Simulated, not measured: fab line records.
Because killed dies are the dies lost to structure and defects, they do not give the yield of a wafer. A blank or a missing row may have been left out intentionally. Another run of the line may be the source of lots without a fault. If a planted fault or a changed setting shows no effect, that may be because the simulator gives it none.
Problem report, 8D (eight disciplines) form, completed by code || flow ritCmos || the parts of the form that need people (team, actions taken, sign-off) are left out

1. PROBLEM STATEMENT
At RIT_M1_STRIP_13, runLengthS averages 579 s over 6 wafers from 2 lots, while fault-free wafers read 628 s, standard deviation 3. Measured from the usual mean, that is -16 standard deviations.
The step: strips in nmp, time 600 s.
Earliest sighting: wafer L177.3 on wetBench-03 at day 4 10:01. The record has a number at this step for 42 wafers belonging to 14 lots. Rule for "out", or "out of limits": more than 4 standard deviations from the usual mean. The other wafers with a number count as sound.

2. WHAT IT IS AND WHAT IT IS NOT
{"question": "which readings at this step", "is": "runLengthS", "is not": "bathHeatDutyPct"}
{"question": "which lots", "is": "L177, L180", "is not": "L172, L173, L174, L176, L184, L187, L188, L189, L192, L193, L194, L195"}
{"question": "which wafers of those lots", "is": "all that have a number", "is not": "-"}
{"question": "read on which tools", "is": "wetBench-03", "is not": "wetBench-01, wetBench-02"}
{"question": "when", "is": "from day 4 10:01", "is not": "up to then (12 sound wafers); but 24 sound wafers of L184, L187, L188, L189, L192, L193, L194, L195 came after"}

3. SUSPECTS, AND WHAT RULES EACH OUT
Counting: a tool at a process step up to the reading stays a suspect if it ran every lot that is out and no sound lot after the first of them.
- wetBench-03 at RIT_M1_STRIP_13 (strips in nmp, time 600 s): ruled out as a lasting fault. After its first lot that is out, L177 (day 4 10:01), sound lots L195 ran on it.
Left after counting: nothing in the record.

4. THE CAUSE (what the simulator had put in)
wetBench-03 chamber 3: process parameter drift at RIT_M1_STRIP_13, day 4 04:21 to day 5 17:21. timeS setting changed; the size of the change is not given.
Counting ruled it out, wrongly.

5. THE EFFECT CHAIN, in route order
Each row: a reading whose mean over the struck wafers that have a number lies more than 3 standard deviations from the usual. Readings are gone through only where the record gives a usual standard deviation; hours: the median, over the lots, of the time from a lot's start at the first step in this table giving one to that lot's start at this step; sigmas: the change measured in usual standard deviations.
{"hours": 0, "step": "RIT_M1_STRIP_13", "reading": "runLengthS", "usual": "628 s", "on struck wafers": 579, "change": -49, "sigmas": -16}
Process steps it contains:
- RIT_M1_STRIP_13: strips in nmp, time 600 s.

6. WHAT WOULD HAVE CAUGHT IT SOONER
6 hours passed between the start of the fault at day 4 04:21 and the first reading out of limits in this record, taken at day 4 10:01.
